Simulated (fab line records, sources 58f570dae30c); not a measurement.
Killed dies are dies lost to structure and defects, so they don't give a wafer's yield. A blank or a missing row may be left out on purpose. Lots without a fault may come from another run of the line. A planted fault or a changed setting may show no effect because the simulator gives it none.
Chamber matching | flow berkeley_cmos170 | UCB170_GATE_ETCH_15 on rie_si-02: 4 sister chambers
The step etches poly-Si in HBr/Cl2, stops on SiO2, time 56.3 s, target depth 278.2 nm. 18 wafers are shown with their chamber, then 9 later ones without.

WAFERS WITH THEIR CHAMBER
wafer  | chamber | throttle_valve_pct (%) | drypump_motor_current_A (A) | oes_product_au (a.u.)
L880.1 | 1       | 25.95                  | 5.5                         | 0.811
L880.2 | 0       | 26.59                  | 5.8                         | 0.820
L880.4 | 3       | 26.80                  | 5.2                         | 0.813
L882.2 | 3       | 26.82                  | 5.2                         | 0.813
L882.5 | 3       | 26.81                  | 5.2                         | 0.817
L882.6 | 0       | 26.59                  | 5.8                         | 0.822
L887.2 | 1       | 25.96                  | 5.5                         | 0.814
L887.3 | 2       | 26.77                  | 5.5                         | 0.841
L887.6 | 2       | 26.76                  | 5.5                         | 0.830
L888.1 | 0       | 26.58                  | 5.8                         | 0.834
L888.2 | 2       | 26.75                  | 5.5                         | 0.835
L888.4 | 1       | 25.95                  | 5.5                         | 0.806
L893.1 | 3       | 26.80                  | 5.2                         | 0.812
L893.3 | 2       | 26.76                  | 5.5                         | 0.825
L893.6 | 1       | 25.97                  | 5.5                         | 0.797
L892.1 | 2       | 26.75                  | 5.5                         | 0.839
L892.3 | 1       | 25.97                  | 5.4                         | 0.800
L892.5 | 3       | 26.82                  | 5.2                         | 0.811

SIGNATURES (means of the wafers above)
reading                 | chamber 0 | chamber 1 | chamber 2 | chamber 3 | scatter within a chamber
throttle_valve_pct      | 26.5867   | 25.9600   | 26.7580   | 26.8100   | 0.00905
drypump_motor_current_A | 5.800     | 5.480     | 5.500     | 5.200     | 0.0239
oes_product_au          | 0.82533   | 0.80560   | 0.83400   | 0.81320   | 0.00605
Rule: a wafer's distance from a chamber is the root of the sum, over the readings, of the square of ((its reading less the chamber's mean) divided by the reading's scatter). The wafer belongs to the nearest chamber; if the next one is less than 2 further off, it can't be placed. The scatter: the root of (the sum of the squares of (reading less its chamber's mean) over the shown wafers, divided by (wafers less chambers)).

WAFERS WITHOUT THEIR CHAMBER
wafer  | throttle_valve_pct (%) | drypump_motor_current_A (A) | oes_product_au (a.u.)
L895.2 | 26.60                  | 5.8                         | 0.826
L895.3 | 26.81                  | 5.2                         | 0.809
L895.6 | 26.58                  | 5.8                         | 0.826
L899.2 | 25.96                  | 5.5                         | 0.817
L899.4 | 26.78                  | 5.5                         | 0.829
L899.5 | 25.95                  | 5.5                         | 0.797
L901.3 | 25.96                  | 5.5                         | 0.799
L901.4 | 26.77                  | 5.5                         | 0.834
L901.5 | 25.97                  | 5.4                         | 0.811

WHICH CHAMBER EACH WENT THROUGH
wafer  | from the rows above | in truth
L895.2 | 0                   | 0
L895.3 | 3                   | 3
L895.6 | 0                   | 0
L899.2 | 1                   | 1
L899.4 | 2                   | 2
L899.5 | 1                   | 1
L901.3 | 1                   | 1
L901.4 | 2                   | 2
L901.5 | 1                   | 1
Placed correctly: 9 of 9. Can't be placed from these rows: 0. Placed wrongly: 0.
